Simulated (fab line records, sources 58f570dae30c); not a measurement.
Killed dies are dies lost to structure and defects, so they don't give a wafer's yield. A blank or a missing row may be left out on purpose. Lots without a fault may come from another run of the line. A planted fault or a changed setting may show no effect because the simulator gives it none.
A struck lot beside a sound one | flow berkeley_cmos170 | 14 steps out of a route of 331
Sound: wafers L492.1, L492.2, L492.5. Struck: wafers L485.2, L485.4, L485.5. The cause comes at the end.
At each step with rows: each side's tool, then ch and its chambers, then its first start. Under that, the readings that differ: sound wafers | struck wafers | difference of the means | sigmas: that difference in standard deviations of wafers without a fault.
alike: readings whose means differ by less than 2 such deviations, and words and numbers that are the same on both sides. not compared: withheld readings, readings that some wafer has no value for, bounds like >300 that may hide the same value, and numbers for which the record gives no deviation and whose values overlap.
The two part at a step that has a row with sigmas, a row that says differs or no value, or rows on one side only. Numbers that don't overlap but have no deviation are shown without sigmas and don't part them. A reading that every wafer of one side lacks parts them only if that side has two wafers or more.

first, 6 steps without rows for these wafers: UCB170_ZERO_HMDS_00 (prime time 60 s); UCB170_ZERO_COAT_01 (resist thk 900 nm); UCB170_ZERO_SOFTBAKE_02 (time 60 s); UCB170_ZERO_EXPOSE_03 (exposes mask PM MARKS, target cd 4000 nm); UCB170_ZERO_PEB_04; UCB170_ZERO_DEVELOP_05 (develop time 45 s).
UCB170_ZERO_ETCH_06: etches SiO2 in CHF3/CF4/Ar, time 12 s.
  sound on rie_diel-04 ch 0,3, day 6 09:22; struck on rie_diel-03 ch 0,1,3, day 4 21:44
  alike: drypump_motor_current_A, oes_product_au, throttle_valve_pct
  not compared: rf_hours_counter_h
UCB170_ZERO_STRIP_07: strips in O2.
  sound on plasma_asher-04 ch 0,1, day 6 09:23; struck on plasma_asher-04 ch 0, day 4 21:45
  alike: drypump_motor_current_A, oes_product_au, strip_time_to_endpoint_s
  not compared: rf_hours_counter_h
then, 2 steps without rows for these wafers: UCB170_NWELL_WET_ETCH_00 (etches SiO2 in dHF, time 200 s); UCB170_NWELL_OXIDATION_01 (target thk 26.4 nm, ox time 1260 s).
UCB170_NWELL_THK_MEAS_02:
  sound on film_metro-02, day 6 12:29; struck on film_metro-03, day 5 02:54
  alike: NWELL_OXIDE_THK
then, 1 step without rows for these wafers: UCB170_NWELL_ANNEAL_03 (time 900 s).
UCB170_NWELL_CVD_04: deposits Si3N4 from SiH2Cl2/NH3, target thk 224 nm, time 3360 s.
  sound on lpcvd-02 ch 0, day 6 19:46; struck on lpcvd-01 ch 0, day 5 05:23
  no value came back on the struck wafers for nh3_flow_sccm (sccm), pressure_mtorr (mTorr); on the sound wafers nh3_flow_sccm (sccm) reads 75.29 75.36 74.96
UCB170_M3_PROBE_99:
  the record has rows for the sound wafers here (prober-01, day 12 11:27) and none for the struck ones

WHERE THEY PART
First at UCB170_NWELL_CVD_04; last, within this record, at UCB170_M3_PROBE_99.

WHY: what the simulator had put in
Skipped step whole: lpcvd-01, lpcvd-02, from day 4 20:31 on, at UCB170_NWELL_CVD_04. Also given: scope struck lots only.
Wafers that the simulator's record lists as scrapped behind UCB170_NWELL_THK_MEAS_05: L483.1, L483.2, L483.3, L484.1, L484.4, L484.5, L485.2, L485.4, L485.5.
